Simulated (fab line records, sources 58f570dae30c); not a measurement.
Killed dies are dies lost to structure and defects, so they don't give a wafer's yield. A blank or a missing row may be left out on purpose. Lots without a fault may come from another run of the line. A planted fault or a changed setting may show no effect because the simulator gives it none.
Which tool did it? | flow berkeley_cmos170 | 15 lots, 45 wafers sampled, at 1 step of a route of 331

WHAT THE GAUGES READ, wafer by wafer
The record holds no reading of a measuring or inspecting step that can be judged against a usual standard deviation.

WHICH TOOL RAN EACH LOT (tool, then ch and the chambers of the sampled wafers, then the start)
lot  | UCB170_NWELL_OXIDATION_01
L319 | furnace-01 ch 0, day 2 06:40
L322 | furnace-01 ch 0, day 2 21:29
L325 | furnace-02 ch 0, day 3 03:10
L326 | furnace-04 ch 0, day 3 11:47
L328 | furnace-01 ch 0, day 3 19:22
L329 | furnace-01, day 4 01:49
L330 | furnace-01, day 4 01:49
L331 | furnace-04, day 4 08:54
L333 | furnace-02 ch 0, day 5 01:23
L337 | furnace-04 ch 0, day 5 20:37
L338 | furnace-04 ch 0, day 6 00:43
L339 | furnace-04 ch 0, day 6 00:43
L340 | furnace-04 ch 0, day 6 10:15
L341 | furnace-01 ch 0, day 6 15:59
L342 | furnace-04 ch 0, day 6 21:03
- UCB170_NWELL_OXIDATION_01: target thk 26.4 nm, ox time 1260 s.

WHAT THE TOOLS THEMSELVES READ (means of the sampled wafers that have a number; where no wafer has one, the mark that the record gives instead)
UCB170_NWELL_OXIDATION_01.
lot  | tool       | ox_temp_c (C) | ox_temp_c_max | zone_power_centre_pct (%)
L319 | furnace-01 | 1000.1        | 1005.2        | 41.5
L322 | furnace-01 | 1000.9        | 1005.9        | 41.4
L325 | furnace-02 | 1000.3        | 1006.7        | 48.6
L326 | furnace-04 | 1000.3        | 1005.4        | 42.1
L328 | furnace-01 | 1000.2        | 1005.2        | 41.1
L329 | furnace-01 | -             | -             | -
L330 | furnace-01 | -             | -             | -
L331 | furnace-04 | -             | -             | -
L333 | furnace-02 | 1000.4        | 1006.6        | 48.9
L337 | furnace-04 | 999.8         | 1005.2        | 42.7
L338 | furnace-04 | 1000.2        | 1005.4        | 42.4
L339 | furnace-04 | 1000.4        | 1004.5        | 42.5
L340 | furnace-04 | 1000.0        | 1005.0        | 42.7
L341 | furnace-01 | 999.7         | 1005.0        | 41.5
L342 | furnace-04 | 999.8         | 1004.2        | 42.1

THE ANSWER, worked out from the rows above alone
Rule: what is usual is taken from the lots themselves. Put in order of their means at a reading, lots are off if they are a third of the lots or fewer, leave a main group of 4 or more, and stand apart from it by a gap of 3 or more times the standard deviation of the main group's means; of several such gaps the widest counts. A main group whose means are all the same, to the digits that the tables above print for the reading, isn't used. A lot without any number at a reading at which 4 lots or more have one is off too. The other lots that the step has rows for count as sound. The gauges are gone through in route order, then the tools' own readings, and for those a lot's mean is taken as printed above. The first step at which some lot is off is used, and at that step the reading that is off furthest; a lot without a number counts as furthest.
Off: L329, L330, L331, at UCB170_NWELL_OXIDATION_01 (ox_temp_c). Without a number there: L329, L330, L331. The main group: mean 1000.2 C, standard deviation 0.32.
A tool fits if, at that step or a process step before it, it ran every lot that is off, and no sound lot after the first of them. None of those tried fits.

WHAT THE SIMULATOR HAD PUT IN
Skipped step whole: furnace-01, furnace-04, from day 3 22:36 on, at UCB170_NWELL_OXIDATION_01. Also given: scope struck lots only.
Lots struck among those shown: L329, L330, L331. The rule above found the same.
